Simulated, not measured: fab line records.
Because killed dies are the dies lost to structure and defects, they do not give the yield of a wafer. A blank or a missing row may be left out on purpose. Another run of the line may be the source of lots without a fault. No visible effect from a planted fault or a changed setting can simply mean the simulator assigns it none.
Commonality check across tools	flow ritCmos	14 lots, 42 wafers sampled

WHY THIS WAS OPENED
Of 14 lots, 2 have the reading ACTIVE_OXIDE_THK flagged at RIT_ACTIVE_THK_MEAS_02. Fault-free wafers read 46.7 nm, with a standard deviation of 0.76.
Rule: a lot is flagged when every wafer of it that has a number lies more than 4 standard deviations from that mean, or none has a number. All remaining lots are regarded as sound.

lot	measured	on	ACTIVE_OXIDE_THK (nm), wafer by wafer	flag
L802	day 1 13:03	filmMetro-02	47.1 47.2 47.6	
L803	day 1 20:18	filmMetro-04	46.2 45.8 47.0	
L808	day 2 19:24	filmMetro-02	46.7 46.5 45.8	
L809	day 3 00:58	filmMetro-04	54.3 53.9 53.6	FLAGGED
L810	day 3 07:01	filmMetro-02	55.1 54.2 55.3	FLAGGED
L814	day 4 00:16	filmMetro-04	46.9 46.6 46.1	
L815	day 4 05:20	filmMetro-01	44.8 44.3 44.7	
L817	day 4 15:03	filmMetro-01	46.7 46.7 46.7	
L818	day 4 20:03	filmMetro-04	47.2 47.5 46.8	
L820	day 5 06:55	filmMetro-01	46.6 47.7 47.5	
L821	day 5 12:07	filmMetro-02	46.7 46.5 46.3	
L822	day 5 19:15	filmMetro-01	46.4 47.4 46.3	
L823	day 6 00:26	filmMetro-01	47.0 45.9 46.6	
L825	day 6 07:26	filmMetro-01	46.7 47.1 46.1	
The numbers of the flagged lots are 54.4 nm on average: +7.7 nm against the usual, or +10 standard deviations.

EACH LOT AND THE TOOL IT RAN ON
The record keeps 1 process step preceding the reading, out of 202 steps on the route. Cell contents, in order: the tool; ch with the chambers the sampled wafers went through; the start.
lot	flag	RIT_ACTIVE_OXIDATION_01
L802		furnace-01 ch 0, day 1 11:05
L803		furnace-01 ch 0, day 1 18:22
L808		furnace-03 ch 0, day 2 17:28
L809	FLAGGED	furnace-01 ch 0, day 2 23:02
L810	FLAGGED	furnace-01 ch 0, day 3 05:05
L814		furnace-03 ch 0, day 3 22:20
L815		furnace-04 ch 0, day 4 03:23
L817		furnace-04 ch 0, day 4 13:07
L818		furnace-03 ch 0, day 4 18:07
L820		furnace-04 ch 0, day 5 04:57
L821		furnace-03 ch 0, day 5 10:11
L822		furnace-03 ch 0, day 5 17:19
L823		furnace-01 ch 0, day 5 22:29
L825		furnace-01 ch 0, day 6 05:30
What is done by these steps:
- RIT_ACTIVE_OXIDATION_01: target thk 46.8 nm, ox time 3360 s.
- RIT_ACTIVE_THK_MEAS_02

FLAGGED OVER TOTAL, TOOL BY TOOL (the gauges that took the reading come last)
step	tool	lots run	flagged	share of the flagged lots	sound lots run after its first flagged lot
RIT_ACTIVE_OXIDATION_01	furnace-01	6	2	all	2 (L823,L825)
RIT_ACTIVE_OXIDATION_01	furnace-03	5	0	none	-
RIT_ACTIVE_OXIDATION_01	furnace-04	3	0	none	-
RIT_ACTIVE_THK_MEAS_02	filmMetro-01	6	0	none	-
RIT_ACTIVE_THK_MEAS_02	filmMetro-02	4	1	some	1 (L821)
RIT_ACTIVE_THK_MEAS_02	filmMetro-04	4	1	some	2 (L814,L818)

THE TABLE: WHAT IT ALLOWS
In the table, 1 row covers all flagged lots: furnace-01 at RIT_ACTIVE_OXIDATION_01.
- furnace-01 at RIT_ACTIVE_OXIDATION_01: 2 of its 6 lots flagged. Lots that were sound ran on it after the first flagged one (L823, L825); a persistent fault on the entire tool would not allow that. Its own readings (spikeTcCentreC, spikeTcLoadC, spikeTcSourceC, tubeCenterTempC, tube_center_temp_C_max) fall more than 4 standard deviations out on all wafers of the flagged lots.
There is no row in the table that ran each flagged lot and no sound lot after the first.

WHAT THE SIMULATOR HAD INSERTED
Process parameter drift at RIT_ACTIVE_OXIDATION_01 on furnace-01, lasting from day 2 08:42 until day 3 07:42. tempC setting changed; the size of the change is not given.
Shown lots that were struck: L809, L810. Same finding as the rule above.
